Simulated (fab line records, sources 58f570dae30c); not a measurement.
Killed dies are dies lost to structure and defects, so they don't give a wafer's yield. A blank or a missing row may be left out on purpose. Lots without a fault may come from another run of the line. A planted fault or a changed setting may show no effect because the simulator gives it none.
One fault seen from 2 desks | flow berkeley_cmos170 | each desk has only its own numbers; what lay behind them comes last

THE TOOL OWNER'S DESK: rie_diel-02
The tool's own readings at UCB170_M1_ETCH_11 (etches BARC in N2/H2): means of the sampled wafers that have a number, for each lot that ran on this tool. A lot is out of limits, marked OUT, if its mean lies more than 4 standard deviations from the usual mean; the brackets give that distance.
Columns: A = chamber_pressure_mTorr at UCB170_M1_ETCH_11, usual 30.000 mTorr; B = drypump_motor_current_A at UCB170_M1_ETCH_11, usual 5.7 A; C = oes_product_au at UCB170_M1_ETCH_11, usual 1.002 a.u.; D = throttle_valve_pct at UCB170_M1_ETCH_11, usual 13.25 %
lot  | first seen here | A                        | B   | C     | D
L763 | day 9 14:34     | 29.992                   | 5.4 | 1.007 | 13.31
L764 | day 9 15:58     | 29.995                   | 5.9 | 0.999 | 13.25
L766 | day 10 13:09    | 30.017                   | 5.6 | 1.004 | 13.37
L768 | day 10 14:35    | 23.971 (-99 or more) OUT | 5.6 | 1.017 | 13.32
L772 | day 11 08:09    | 24.000 (-99 or more) OUT | 5.8 | 1.018 | 13.32
This desk's finding: out of limits on L768, L772; first on L768, day 10 14:35 (chamber_pressure_mTorr at UCB170_M1_ETCH_11). In limits: L763, L764, L766.

THE METROLOGY DESK
What the gauges read, lot by lot, whatever tool the lot ran on: means of the sampled wafers that have a number. A lot is out of limits, marked OUT, if its mean lies more than 4 standard deviations from the usual mean; the brackets give that distance.
Columns: A = SILICIDE_TI_THK at UCB170_SILICIDE_THK_MEAS_03, usual 30.0 nm; B = V1_BOW at UCB170_V1_BOW_MEAS_03, usual 18 um
lot  | first seen here | A    | B
L758 | day 8 13:23     | 30.2 | 11
L759 | day 8 13:33     | 30.3 | 14
L761 | day 9 04:48     | 30.2 | 19
L763 | day 9 04:59     | 30.1 | 15
L762 | day 9 06:57     | 30.5 | 19
L764 | day 9 07:29     | 30.0 | 25
L766 | day 10 01:54    | 29.7 | 18
L769 | day 10 02:35    | 29.5 | 13
L768 | day 10 03:37    | 29.8 | 17
L772 | day 11 00:13    | 30.3 | 22
L776 | day 12 01:13    | 30.3 | 10
L777 | day 12 01:26    | 30.2 | 23
L778 | day 12 01:35    | 29.8 | 24
L779 | day 12 15:07    | 29.4 | 21
This desk's finding: nothing out of limits on any of the 14 lots.

PUT TOGETHER
The tool owner's desk could have raised an alarm at day 10 14:35, on L768, L772.
The metrology desk saw nothing out of limits.
The metrology desk has L768, L772 on record, within its limits.
Of the lots named, all ran UCB170_M1_ETCH_11 on rie_diel-02.

WHAT THE SIMULATOR HAD PUT IN
Process parameter drift: rie_diel-02, from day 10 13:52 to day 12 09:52, at UCB170_M1_ETCH_11. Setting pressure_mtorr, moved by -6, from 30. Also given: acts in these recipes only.
Lots struck among those shown: L768, L772.
Hours from the fault's start to each desk's first reading out of limits: the tool owner's desk, 1.
